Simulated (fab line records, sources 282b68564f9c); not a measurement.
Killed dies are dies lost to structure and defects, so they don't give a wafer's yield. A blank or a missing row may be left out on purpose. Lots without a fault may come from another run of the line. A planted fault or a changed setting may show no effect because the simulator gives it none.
A struck lot beside a sound one | flow rit_cmos | 18 steps out of a route of 202
Sound: wafers L616.3, L616.4, L616.6. Struck: wafers L630.1, L630.4, L630.6. The cause comes at the end.
At each step with rows: each side's tool, then ch and its chambers, then its first start. Under that, the readings that differ: sound wafers | struck wafers | difference of the means | sigmas: that difference in standard deviations of wafers without a fault.
alike: readings whose means differ by less than 2 such deviations, and words and numbers that are the same on both sides. not compared: withheld readings, readings that some wafer has no value for, bounds like >300 that may hide the same value, and numbers for which the record gives no deviation and whose values overlap.
The two part at a step that has a row with sigmas, a row that says differs or no value, or rows on one side only. Numbers that don't overlap but have no deviation are shown without sigmas and don't part them. A reading that every wafer of one side lacks parts them only if that side has two wafers or more.

RIT_CONTACT_OVL_MEAS_09:
  sound on overlay-01, day 3 22:56; struck on overlay-01, day 6 16:30
  reading          | sound          | struck      | difference | sigmas
  CONTACT_OVL (nm) | -0.5 -0.5 -2.5 | 1.8 2.8 2.1 | +3.4       | +2
then, 1 step without rows for these wafers: RIT_CONTACT_HARDBAKE_10 (time 60 s).
RIT_CONTACT_ETCH_11: etches SiO2 in CHF3/CF4/Ar, stops on TiSi2, target depth 480 nm, time 320 s.
  sound on rie_diel-04 ch 2,3, day 3 23:07; struck on rie_diel-04 ch 0,2, day 6 16:41
  alike: drypump_motor_current_A, oes_product_au, throttle_valve_pct
  not compared: rf_hours_counter_h
RIT_CONTACT_STRIP_12: strips in O2, time 180 s.
  sound on plasma_asher-04 ch 0,1, day 3 23:22; struck on plasma_asher-04 ch 0,1, day 6 16:53
  alike: drypump_motor_current_A
  not compared: rf_hours_counter_h
RIT_CONTACT_CD_MEAS_90: target cd 1000 nm.
  sound on cd_sem-01, day 3 23:31; struck on cd_sem-02, day 6 17:03
  alike: cd_nm
then, 2 steps without rows for these wafers: RIT_CONTACT_CLEAN_13 (cleans in SC1, time 600 s); RIT_CONTACT_CLEAN_14 (cleans in SC2, time 600 s).
RIT_M1_SPUTTER_00: material Al, target thk 400 nm, time 500 s.
  sound on pvd_sputter-02, day 3 23:57; struck on pvd_sputter-04, day 6 17:31
  alike: throttle_valve_pct
RIT_M1_RS_MEAS_01: measures by four-point-probe.
  sound on film_metro-01, day 4 00:17; struck on film_metro-01, day 6 17:50
  alike: M1_AL_RS
RIT_M1_THK_MEAS_02: measures by xrf.
  sound on film_metro-01, day 4 00:23; struck on film_metro-01, day 6 17:58
  alike: M1_AL_THK
then, 2 steps without rows for these wafers: RIT_M1_HMDS_03 (prime time 60 s); RIT_M1_COAT_04 (resist thk 1300 nm).
RIT_M1_SOFTBAKE_05: time 60 s.
  sound on litho_track-02 ch 0, day 4 00:47; struck on litho_track-02 ch 0, day 6 18:19
  reading                  | sound             | struck            | difference                    | sigmas
  heater_power_total_W (W) | 34.62 34.59 34.58 | 38.08 38.12 38.10 | +3.50                         | +71
  plate_temp_C (C)         | 90.10 89.98 90.13 | - - -             | no value on the struck wafers |
  run_length_s (s)         | 88.84 89.02 88.97 | 71.89 72.10 71.90 | -16.98                        | -89
  alike: chill_plate_temp_C, exhaust_pa
then, 2 steps without rows for these wafers: RIT_M1_EXPOSE_06 (exposes mask M12, target cd 2600 nm); RIT_M1_PEB_07.
RIT_M1_DEVELOP_08: develop time 68 s.
  sound on litho_track-02 ch 0; struck on litho_track-01 ch 0
  reading                                 | sound          | struck         | difference | sigmas
  model.NOVOLAK_of_M1_COAT_04.thk_nm (nm) | 1295 1299 1296 | 1309 1308 1309 | +12        |
  alike: chill_plate_temp_C, exhaust_pa
RIT_M1_CD_MEAS_09: target cd 2600 nm.
  sound on cd_sem-02, day 4 01:41; struck on cd_sem-01, day 6 19:24
  alike: cd_nm
RIT_M1_PROBE_99:
  sound on prober-02, day 4 04:29; struck on prober-02, day 6 22:06
  alike: defect_limited_yield, killed_at_contacts, killed_at_front_end, killed_dies, killed_open, killed_short, sort_bin_3_pad_short, sort_bin_5_function, sort_bin_6_memory, sort_n_pass, sort_yield_pct

WHERE THEY PART
First at RIT_CONTACT_OVL_MEAS_09; last, within this record, at RIT_M1_SOFTBAKE_05. Later steps at which nothing parts them and some readings are alike: RIT_M1_DEVELOP_08, RIT_M1_CD_MEAS_09, RIT_M1_PROBE_99.

WHY: what the simulator had put in
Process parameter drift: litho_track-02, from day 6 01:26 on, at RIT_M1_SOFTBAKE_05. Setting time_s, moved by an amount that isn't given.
